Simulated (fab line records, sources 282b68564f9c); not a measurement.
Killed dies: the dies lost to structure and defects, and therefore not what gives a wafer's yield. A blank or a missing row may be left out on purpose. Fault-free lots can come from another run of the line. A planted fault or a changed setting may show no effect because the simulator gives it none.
The tool behind it: which one? :: flow ritCmos :: 14 lots, 42 wafers sampled, at 2 steps of a route of 202

WHAT EACH GAUGE READ, for each wafer
No reading from a measuring or inspecting step in the record can be judged against a usual standard deviation.

WHICH TOOL RAN EACH LOT (tool, then ch and the chambers of the sampled wafers, then the start)
lot: L677
RIT_NSD_IMPLANT_08: implanter-04 ch 0, day 3 19:46
RIT_M1_PROBE_99: -

lot: L680
RIT_NSD_IMPLANT_08: implanter-02 ch 0, day 4 07:25
RIT_M1_PROBE_99: -

lot: L682
RIT_NSD_IMPLANT_08: implanter-04 ch 0, day 4 12:17
RIT_M1_PROBE_99: prober-01, day 4 22:15

lot: L681
RIT_NSD_IMPLANT_08: implanter-04 ch 0, day 4 14:05
RIT_M1_PROBE_99: -

lot: L684
RIT_NSD_IMPLANT_08: implanter-04 ch 0, day 4 18:51
RIT_M1_PROBE_99: -

lot: L683
RIT_NSD_IMPLANT_08: implanter-04 ch 0, day 4 20:40
RIT_M1_PROBE_99: -

lot: L685
RIT_NSD_IMPLANT_08: implanter-03 ch 0, day 4 23:57
RIT_M1_PROBE_99: -

lot: L686
RIT_NSD_IMPLANT_08: implanter-03 ch 0, day 5 02:38
RIT_M1_PROBE_99: -

lot: L687
RIT_NSD_IMPLANT_08: implanter-02 ch 0, day 5 08:22
RIT_M1_PROBE_99: prober-01, day 5 18:19

lot: L688
RIT_NSD_IMPLANT_08: implanter-02 ch 0, day 5 12:55
RIT_M1_PROBE_99: -

lot: L690
RIT_NSD_IMPLANT_08: implanter-02 ch 0, day 5 22:52
RIT_M1_PROBE_99: prober-02, day 6 08:26

lot: L694
RIT_NSD_IMPLANT_08: implanter-02 ch 0, day 6 20:24
RIT_M1_PROBE_99: -

lot: L695
RIT_NSD_IMPLANT_08: implanter-02 ch 0, day 7 00:14
RIT_M1_PROBE_99: prober-01, day 7 10:05

lot: L700
RIT_NSD_IMPLANT_08: implanter-03 ch 0, day 7 23:07
RIT_M1_PROBE_99: prober-02, day 8 08:41
- RIT_NSD_IMPLANT_08
- RIT_M1_PROBE_99

WHAT THE TOOLS THEMSELVES READ (means of the sampled wafers that have a number; where no wafer has one, the mark that the record gives instead)
RIT_NSD_IMPLANT_08.
lot: L677
tool: implanter-04
beamOnS (s): 10.08
tiltDeg (degrees): 7.016

lot: L680
tool: implanter-02
beamOnS (s): 9.95
tiltDeg (degrees): 7.014

lot: L682
tool: implanter-04
beamOnS (s): 9.91
tiltDeg (degrees): 6.989

lot: L681
tool: implanter-04
beamOnS (s): 10.01
tiltDeg (degrees): 6.983

lot: L684
tool: implanter-04
beamOnS (s): 9.99
tiltDeg (degrees): 6.964

lot: L683
tool: implanter-04
beamOnS (s): 9.99
tiltDeg (degrees): 6.986

lot: L685
tool: implanter-03
beamOnS (s): 9.99
tiltDeg (degrees): 6.991

lot: L686
tool: implanter-03
beamOnS (s): 10.15
tiltDeg (degrees): 7.009

lot: L687
tool: implanter-02
beamOnS (s): 10.05
tiltDeg (degrees): 7.006

lot: L688
tool: implanter-02
beamOnS (s): 10.20
tiltDeg (degrees): 7.011

lot: L690
tool: implanter-02
beamOnS (s): 10.11
tiltDeg (degrees): 6.989

lot: L694
tool: implanter-02
beamOnS (s): 9.90
tiltDeg (degrees): 6.581

lot: L695
tool: implanter-02
beamOnS (s): 9.93
tiltDeg (degrees): 6.605

lot: L700
tool: implanter-03
beamOnS (s): 9.79
tiltDeg (degrees): 7.047

RIT_M1_PROBE_99.
lot: L682
tool: prober-01
killed_at_M0_to_M3: 0.3
killedAtContacts: 0.0
killedAtFrontEnd: 6.0
killedDies: 6.3
killedOpen: 2.7
killedShort: 3.7

lot: L687
tool: prober-01
killed_at_M0_to_M3: 0.0
killedAtContacts: 0.0
killedAtFrontEnd: 7.7
killedDies: 7.7
killedOpen: 2.7
killedShort: 5.0

lot: L690
tool: prober-02
killed_at_M0_to_M3: 0.0
killedAtContacts: 0.0
killedAtFrontEnd: 8.0
killedDies: 8.0
killedOpen: 5.0
killedShort: 3.0

lot: L695
tool: prober-01
killed_at_M0_to_M3: 0.0
killedAtContacts: 0.0
killedAtFrontEnd: 7.7
killedDies: 7.7
killedOpen: 5.0
killedShort: 2.7

lot: L700
tool: prober-02
killed_at_M0_to_M3: 0.0
killedAtContacts: 0.0
killedAtFrontEnd: 4.3
killedDies: 4.3
killedOpen: 2.0
killedShort: 2.3

THE ANSWER, worked out from the rows above alone
Rule: usual is defined by the lots themselves. The widest of any qualifying gaps counts: lots, ordered by their means at a reading, are off when they make up no more than a third of the lots, leave a main group of 4 or more, and stand apart from it by 3 or more times the standard deviation of that group's means. Not used: any main group whose means are identical at the precision the tables above print for the reading. A lot without any number at a reading at which 4 lots or more have one is off too. All remaining lots with rows at the step are treated as sound. Order of review: gauges by route order, followed by the tools' own readings, for which a lot's mean as printed above is used. At the first step where some lot is off, the reading lying furthest off is the one used; lots without a number count as furthest.
Off: L694, L695, at RIT_NSD_IMPLANT_08 (tiltDeg). The main group: mean 7.000 degrees, standard deviation 0.02.
If a tool, at that step or one of the process steps before it, ran each lot that is off and ran no sound lot following the first of them, it fits. One candidate fits, namely implanter-02 at RIT_NSD_IMPLANT_08. A fault onset in the window from L690 (day 5 22:52, its last sound lot) to L694 (day 6 20:24, its first lot off) fits.
The tool's own readings at RIT_NSD_IMPLANT_08 bear it out: on the lots that are off they differ by more than 5 times the standard deviation of the sound lots' means. tiltDeg reads 6.593 degrees there against 7.000 degrees on the sound lots.

WHAT THE SIMULATOR HAD INSERTED
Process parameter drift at RIT_NSD_IMPLANT_08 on implanter-02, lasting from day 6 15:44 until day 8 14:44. Setting tiltDeg shifted by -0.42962 from 7. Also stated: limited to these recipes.
Struck lots among those shown: L694, L695. The same result came from the rule above.
